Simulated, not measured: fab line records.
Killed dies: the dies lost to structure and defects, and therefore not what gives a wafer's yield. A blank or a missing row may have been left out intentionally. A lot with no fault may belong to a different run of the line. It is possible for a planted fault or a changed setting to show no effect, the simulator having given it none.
Struck lot and sound lot, side by side :: flow ritCmos :: 15 out of 202 route steps
Sound: these wafers, L483.1, L483.2, L483.6. Wafers struck: L485.3, L485.4, L485.5. At the end, the cause is stated.
Per side, at each step with rows, come the tool, then ch with its chambers, and then its first start. Under that, the readings that differ: sound wafers :: struck wafers :: difference of the means :: sigmas: that difference in standard deviations of wafers without a fault.
alike: words and numbers the same on both sides, and readings whose means are apart by under 2 such deviations; not compared: readings that were withheld, readings missing a value for some wafer, numbers with overlapping values and no deviation given by the record, and bounds like >300 which may hide the same value.
The two part at a step that has a row with sigmas, a row that says differs or no value, or rows on one side only. Numbers that have no deviation but don't overlap get no sigmas and don't part them. A reading that every wafer of one side lacks parts them only if that side has two wafers or more.

first, 1 step without rows for these wafers: RIT_PWELL_DEVELOP_05 (develop time 68 s).
RIT_PWELL_OVL_MEAS_06:
  sound on overlay-01 at day 4 09:56; struck on overlay-02 at day 4 21:03
  alike: PWELL_OVL
then, 2 steps without rows for these wafers: RIT_PWELL_HARDBAKE_07 (time 120 s); RIT_PWELL_IMPLANT_08.
RIT_PWELL_STRIP_09: strips in O2, time 180 s.
  sound on plasmaAsher-02 ch 0,1, day 4 10:22; struck on plasmaAsher-02 ch 0,1, day 4 21:32
  alike: drypumpMotorCurrentA
  not compared: rfHoursCounterH
RIT_PWELL_TW_MEAS_10:
  sound on filmMetro-01 at day 4 10:32; struck on filmMetro-04 at day 4 21:40
reading: PWELL_TW
sound: 966 967 968
struck: 948 945 946
difference: -21
sigmas: -3
then, 1 step without rows for these wafers: RIT_WELLDRIVE_ANNEAL_00 (time 14700 s).
RIT_WELLDRIVE_RS_MEAS_01: measurement is done with a four-point probe.
  sound on filmMetro-03 at day 4 15:41; struck on filmMetro-03 at day 5 02:50
reading: NWELL_RS (ohm/sq)
sound: 276.5 276.5 276.5
struck: 274.1 274.5 273.9
difference: -2.3
sigmas: -3
RIT_WELLDRIVE_RS_MEAS_02: measurement is done with a four-point probe.
  sound on filmMetro-03 at day 4 15:48; struck on filmMetro-03 at day 5 02:57
  alike: PWELL_RS
then, 3 steps without rows for these wafers: RIT_NRETRO_HMDS_00 (prime time 60 s); RIT_NRETRO_COAT_01 (resist thk 1300 nm); RIT_NRETRO_SOFTBAKE_02 (time 60 s).
RIT_NRETRO_EXPOSE_03: exposes mask M4, target cd 43900 nm.
  sound on ilineStepper-02 ch 0, day 4 16:30; struck on ilineStepper-01 ch 0, day 5 03:31
reading: model.NRETRO.overlayXNm (nm)
sound: 0.161 0.161 0.161
struck: -0.4377 -0.4377 -0.4377
difference: -0.5987
sigmas: 
  alike: mask
then, 2 steps without rows for these wafers: RIT_NRETRO_PEB_04; RIT_M1_PROBE_99.

WHERE THEY PART
Earliest at RIT_PWELL_TW_MEAS_10; latest, in this record, at RIT_WELLDRIVE_RS_MEAS_01. Later steps at which nothing parts them and some readings are alike: RIT_WELLDRIVE_RS_MEAS_02, RIT_NRETRO_EXPOSE_03.

WHY: what had been put in by the simulator
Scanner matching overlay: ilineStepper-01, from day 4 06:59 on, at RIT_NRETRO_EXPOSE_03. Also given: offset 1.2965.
